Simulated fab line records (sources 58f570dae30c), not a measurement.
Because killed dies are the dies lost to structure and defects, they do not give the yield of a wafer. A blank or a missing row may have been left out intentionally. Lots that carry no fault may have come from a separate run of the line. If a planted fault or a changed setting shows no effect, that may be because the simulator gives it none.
Which of the tools did it? || flow berkeley cmos170 || 15 lots with 45 wafers sampled at 2 steps, on a route of 331 steps

WHAT EACH GAUGE READ, for each wafer
UCB170_M2_CD_MEAS_15: the cd target is 700 nm.
{"lot": "L614", "measured": "day 8 10:13", "on": "cd sem-01", "cd nm (nm)": "698.1 699.4 699.0"}
{"lot": "L616", "measured": "day 8 19:01", "on": "cd sem-02", "cd nm (nm)": "699.7 698.0 701.9"}
{"lot": "L615", "measured": "day 8 21:01", "on": "cd sem-02", "cd nm (nm)": "700.9 701.9 701.3"}
{"lot": "L618", "measured": "day 9 12:26", "on": "cd sem-01", "cd nm (nm)": "701.8 700.0 699.5"}
{"lot": "L619", "measured": "day 9 12:40", "on": "cd sem-02", "cd nm (nm)": "700.2 701.5 700.8"}
{"lot": "L617", "measured": "day 9 13:41", "on": "cd sem-01", "cd nm (nm)": "699.7 699.7 699.3"}
{"lot": "L620", "measured": "day 10 00:43", "on": "cd sem-02", "cd nm (nm)": "700.9 700.2 702.4"}
{"lot": "L622", "measured": "day 10 11:02", "on": "cd sem-01", "cd nm (nm)": "698.4 699.3 697.7"}
{"lot": "L624", "measured": "day 10 22:18", "on": "cd sem-01", "cd nm (nm)": "701.2 701.1 700.3"}
{"lot": "L630", "measured": "day 12 00:38", "on": "cd sem-02", "cd nm (nm)": "883.8 884.6 883.2"}
{"lot": "L631", "measured": "day 12 08:46", "on": "cd sem-01", "cd nm (nm)": "867.6 866.0 866.3"}
{"lot": "L633", "measured": "day 12 11:45", "on": "cd sem-02", "cd nm (nm)": "866.5 867.3 866.8"}
{"lot": "L636", "measured": "day 12 16:35", "on": "cd sem-01", "cd nm (nm)": "698.2 699.8 697.8"}
{"lot": "L634", "measured": "day 12 18:59", "on": "cd sem-02", "cd nm (nm)": "700.2 699.4 699.5"}
{"lot": "L635", "measured": "day 12 21:45", "on": "cd sem-02", "cd nm (nm)": "700.7 700.9 700.4"}

EACH LOT AND THE TOOL THAT RAN IT (in order: tool; ch and the chambers of the sampled wafers; start)
{"lot": "L614", "UCB170_M2_PEB_13": "litho track-04 ch 0, day 8 09:56"}
{"lot": "L616", "UCB170_M2_PEB_13": "litho track-03 ch 0, day 8 18:44"}
{"lot": "L615", "UCB170_M2_PEB_13": "litho track-02 ch 0, day 8 20:46"}
{"lot": "L618", "UCB170_M2_PEB_13": "litho track-02 ch 0, day 9 12:10"}
{"lot": "L619", "UCB170_M2_PEB_13": "litho track-04 ch 0, day 9 12:23"}
{"lot": "L617", "UCB170_M2_PEB_13": "litho track-04 ch 0, day 9 13:25"}
{"lot": "L620", "UCB170_M2_PEB_13": "litho track-03 ch 0, day 10 00:26"}
{"lot": "L622", "UCB170_M2_PEB_13": "litho track-02 ch 0, day 10 10:46"}
{"lot": "L624", "UCB170_M2_PEB_13": "litho track-02 ch 0, day 10 22:02"}
{"lot": "L630", "UCB170_M2_PEB_13": "litho track-03 ch 0, day 12 00:21"}
{"lot": "L631", "UCB170_M2_PEB_13": "litho track-03 ch 0, day 12 08:29"}
{"lot": "L633", "UCB170_M2_PEB_13": "litho track-03 ch 0, day 12 11:27"}
{"lot": "L636", "UCB170_M2_PEB_13": "litho track-02 ch 0, day 12 16:17"}
{"lot": "L634", "UCB170_M2_PEB_13": "litho track-04 ch 0, day 12 18:43"}
{"lot": "L635", "UCB170_M2_PEB_13": "litho track-04 ch 0, day 12 21:28"}
- UCB170_M2_PEB_13

AS READ BY THE TOOLS THEMSELVES (means over the sampled wafers that have a number; for cases with no such wafer, the mark the record gives instead)
UCB170_M2_PEB_13.
{"lot": "L614", "tool": "litho track-04", "chill plate temp C (C)": 22.78, "heater power total W (W)": 56.79, "plate temp C (C)": 130.19, "resist line temp C (C)": 22.93}
{"lot": "L616", "tool": "litho track-03", "chill plate temp C (C)": 23.08, "heater power total W (W)": 56.80, "plate temp C (C)": 130.19, "resist line temp C (C)": 22.87}
{"lot": "L615", "tool": "litho track-02", "chill plate temp C (C)": 22.92, "heater power total W (W)": 56.81, "plate temp C (C)": 129.94, "resist line temp C (C)": 22.93}
{"lot": "L618", "tool": "litho track-02", "chill plate temp C (C)": 23.08, "heater power total W (W)": 56.80, "plate temp C (C)": 129.98, "resist line temp C (C)": 23.22}
{"lot": "L619", "tool": "litho track-04", "chill plate temp C (C)": 22.84, "heater power total W (W)": 56.83, "plate temp C (C)": 129.97, "resist line temp C (C)": 23.06}
{"lot": "L617", "tool": "litho track-04", "chill plate temp C (C)": 22.85, "heater power total W (W)": 56.81, "plate temp C (C)": 129.92, "resist line temp C (C)": 22.96}
{"lot": "L620", "tool": "litho track-03", "chill plate temp C (C)": 22.97, "heater power total W (W)": 56.82, "plate temp C (C)": 129.85, "resist line temp C (C)": 22.99}
{"lot": "L622", "tool": "litho track-02", "chill plate temp C (C)": 23.15, "heater power total W (W)": 56.79, "plate temp C (C)": 130.02, "resist line temp C (C)": 23.12}
{"lot": "L624", "tool": "litho track-02", "chill plate temp C (C)": 22.91, "heater power total W (W)": 56.83, "plate temp C (C)": 130.10, "resist line temp C (C)": 23.01}
{"lot": "L630", "tool": "litho track-03", "chill plate temp C (C)": 23.09, "heater power total W (W)": 48.33, "plate temp C (C)": 114.87, "resist line temp C (C)": 22.80}
{"lot": "L631", "tool": "litho track-03", "chill plate temp C (C)": 23.00, "heater power total W (W)": 48.31, "plate temp C (C)": 114.98, "resist line temp C (C)": 23.04}
{"lot": "L633", "tool": "litho track-03", "chill plate temp C (C)": 23.00, "heater power total W (W)": 48.27, "plate temp C (C)": 114.96, "resist line temp C (C)": 22.91}
{"lot": "L636", "tool": "litho track-02", "chill plate temp C (C)": 22.85, "heater power total W (W)": 56.84, "plate temp C (C)": 129.77, "resist line temp C (C)": 23.28}
{"lot": "L634", "tool": "litho track-04", "chill plate temp C (C)": 22.99, "heater power total W (W)": 56.79, "plate temp C (C)": 129.85, "resist line temp C (C)": 23.17}
{"lot": "L635", "tool": "litho track-04", "chill plate temp C (C)": 22.96, "heater power total W (W)": 56.81, "plate temp C (C)": 129.98, "resist line temp C (C)": 22.93}

THE ANSWER, worked out from the rows above alone
Rule: the lots themselves supply what counts as usual. Put in order of their means at a reading, lots are off if they are a third of the lots or fewer, leave a main group of 4 or more, and stand apart from it by a gap of 3 or more times the standard deviation of the main group's means; of several such gaps the widest counts. If all means in a main group match to the digits the tables above print for the reading, that group is not used. Also off: a lot with no number at a reading for which 4 or more lots have one. Any other lot the step has rows for is counted as sound. The gauges are gone through in route order, then the tools' own readings, and for those a lot's mean is taken as printed above. The first step at which some lot is off is used, and at that step the reading that is off furthest; a lot without a number counts as furthest.
Off, at UCB170_M2_CD_MEAS_15 on cd nm: L630, L631, L633. The main group: mean 700.0 nm, standard deviation 0.97.
A tool fits if, at a process step before that reading, it ran every lot that is off, and no sound lot after the first of them. The gauges at UCB170_M2_CD_MEAS_15 aren't tried: what is off there is off at UCB170_M2_PEB_13 too, on other tools, and a gauge's error can't cause that. One fits: litho track-03 at UCB170_M2_PEB_13. A fault onset in the window from L620 (day 10 00:26, its last sound lot) to L630 (day 12 00:21, its first lot off) fits.
The tool's own readings at UCB170_M2_PEB_13 bear it out: on the lots that are off they differ by more than 5 times the standard deviation of the sound lots' means. heater power total W reads 48.30 W there against 56.81 W on the sound lots; plate temp C reads 114.94 C there against 129.98 C on the sound lots.

WHAT THE SIMULATOR HAD INSERTED
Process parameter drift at UCB170_M2_PEB_13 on litho track-03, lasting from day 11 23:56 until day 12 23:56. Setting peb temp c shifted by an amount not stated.
Struck lots among those shown: L630, L631, L633. The rule given above showed the same thing.
